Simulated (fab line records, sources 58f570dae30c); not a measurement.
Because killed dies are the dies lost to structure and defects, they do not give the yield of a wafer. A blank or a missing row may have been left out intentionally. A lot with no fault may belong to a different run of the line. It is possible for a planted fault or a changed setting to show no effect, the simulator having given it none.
Which of the tools did it?	flow berkeley_cmos170	42 wafers from 14 lots sampled at 3 of the route's 331 steps

## WHAT EACH GAUGE READ, for each wafer
UCB170_M3_BOW_MEAS_20. Usual: M3_BOW 35 um, standard deviation 7.3.
lot	measured	on	M3_BOW (um)	flag
L748	day 8 15:22	film_metro-03	31 33 25	
L749	day 8 15:29	film_metro-01	29 32 16	
L753	day 9 14:17	film_metro-04	41 42 44	
L752	day 9 14:45	film_metro-03	43 37 37	
L755	day 10 07:08	film_metro-03	44 53 43	
L756	day 10 07:29	film_metro-04	38 43 44	
L760	day 11 06:35	film_metro-04	55 42 38	
L761	day 11 22:05	film_metro-03	32 45 36	
L764	day 12 08:39	film_metro-01	32 35 39	
L767	day 13 00:10	film_metro-04	38 33 25	
L765	day 13 07:29	film_metro-03	38 50 43	
L769	day 14 00:30	film_metro-04	35 41 56	
L768	day 14 05:52	film_metro-04	30 24 32	
L770	day 14 04:47	film_metro-01	31 35 36	

## EACH LOT AND THE TOOL THAT RAN IT (in order: tool; ch and the chambers of the sampled wafers; start)
lot	UCB170_BACKSIDE_STRIP_03	UCB170_CONTACT_RTA_08
L748	plasma_asher-03 ch 0,1, day 7 13:57	rtp_anneal-02 ch 0, day 7 19:07
L749	plasma_asher-01 ch 0,1, day 7 14:01	rtp_anneal-01 ch 0, day 7 19:16
L753	plasma_asher-02 ch 0,1, day 8 14:27	rtp_anneal-01 ch 0, day 8 20:11
L752	plasma_asher-03 ch 0,1, day 8 15:01	rtp_anneal-02 ch 0, day 8 20:11
L755	plasma_asher-02 ch 0,1, day 9 09:46	rtp_anneal-02 ch 0, day 9 14:05
L756	plasma_asher-01 ch 0,1, day 9 09:46	rtp_anneal-01 ch 0, day 9 14:18
L760	plasma_asher-03 ch 0,1, day 10 06:40	rtp_anneal-02 ch 0, day 10 11:45
L761	plasma_asher-02 ch 0,1, day 10 22:18	rtp_anneal-01 ch 0, day 11 04:22
L764	plasma_asher-02 ch 0,1, day 11 06:41	rtp_anneal-01 ch 0, day 11 10:46
L767	plasma_asher-01 ch 0,1, day 11 19:28	rtp_anneal-01 ch 0, day 12 01:57
L765	plasma_asher-02 ch 0, day 11 20:32	rtp_anneal-01 ch 0, day 12 06:05
L769	plasma_asher-03 ch 1, day 12 22:56	rtp_anneal-02 ch 0, day 13 05:54
L768	plasma_asher-01 ch 0,1, day 12 23:55	rtp_anneal-02 ch 0, day 13 10:03
L770	plasma_asher-03 ch 1, day 12 23:58	rtp_anneal-01 ch 0, day 13 10:03
- UCB170_BACKSIDE_STRIP_03: strips in O2.
- UCB170_CONTACT_RTA_08: time 10 s.

## WHAT THE TOOLS THEMSELVES READ (means of the sampled wafers that have a number; where no wafer has one, the mark that the record gives instead)
UCB170_BACKSIDE_STRIP_03. Usual: drypump_motor_current_A 6.06 A, standard deviation 0.18; oes_product_au 0.734 a.u., standard deviation 0.0044; strip_time_to_endpoint_s 21.96 s, standard deviation 0.064.
lot	tool	drypump_motor_current_A (A)	oes_product_au (a.u.)	strip_time_to_endpoint_s (s)	flag
L748	plasma_asher-03	5.95	0.733	21.92	
L749	plasma_asher-01	6.11	0.733	21.86	
L753	plasma_asher-02	6.22	0.732	21.88	
L752	plasma_asher-03	5.98	0.735	21.95	
L755	plasma_asher-02	6.07	0.728	21.96	
L756	plasma_asher-01	6.13	0.734	21.99	
L760	plasma_asher-03	5.97	0.738	22.04	
L761	plasma_asher-02	6.06	0.737	22.00	
L764	plasma_asher-02	6.22	0.735	21.94	
L767	plasma_asher-01	6.12	0.734	21.94	
L765	plasma_asher-02	6.40	0.738	22.03	
L769	plasma_asher-03	5.98	0.741	21.88	
L768	plasma_asher-01	6.12	0.737	21.91	
L770	plasma_asher-03	5.97	0.732	22.11	

UCB170_CONTACT_RTA_08. Usual: lamp_power_pct 24.1 %, standard deviation 2.4; wafer_temp_C_max 904.1, standard deviation 0.77.
lot	tool	lamp_power_pct (%)	wafer_temp_C_max	flag
L748	rtp_anneal-02	21.7	905.0	
L749	rtp_anneal-01	26.5	903.8	
L753	rtp_anneal-01	26.5	904.3	
L752	rtp_anneal-02	21.6	903.3	
L755	rtp_anneal-02	21.6	904.7	
L756	rtp_anneal-01	26.5	903.9	
L760	rtp_anneal-02	21.7	904.0	
L761	rtp_anneal-01	26.5	904.3	
L764	rtp_anneal-01	26.5	903.8	
L767	rtp_anneal-01	26.5	904.1	
L765	rtp_anneal-01	26.5	903.5	
L769	rtp_anneal-02	21.7	903.6	
L768	rtp_anneal-02	21.6	904.7	
L770	rtp_anneal-01	26.5	904.4	

## THE ANSWER, worked out from the rows above alone
Rule: lot off if the mean of its wafers having a number is beyond 3 standard deviations from the usual mean. Also off: a lot with no number at a reading for which 4 or more lots have one. Any other lot the step has rows for is counted as sound. Order of review: gauges by route order, followed by the tools' own readings, for which a lot's mean as printed above is used. At the first step where some lot is off, the reading lying furthest off is the one used; lots without a number count as furthest.
None of the lots is off at any reading shown; this tells nothing.

## WHAT WAS PUT IN BY THE SIMULATOR
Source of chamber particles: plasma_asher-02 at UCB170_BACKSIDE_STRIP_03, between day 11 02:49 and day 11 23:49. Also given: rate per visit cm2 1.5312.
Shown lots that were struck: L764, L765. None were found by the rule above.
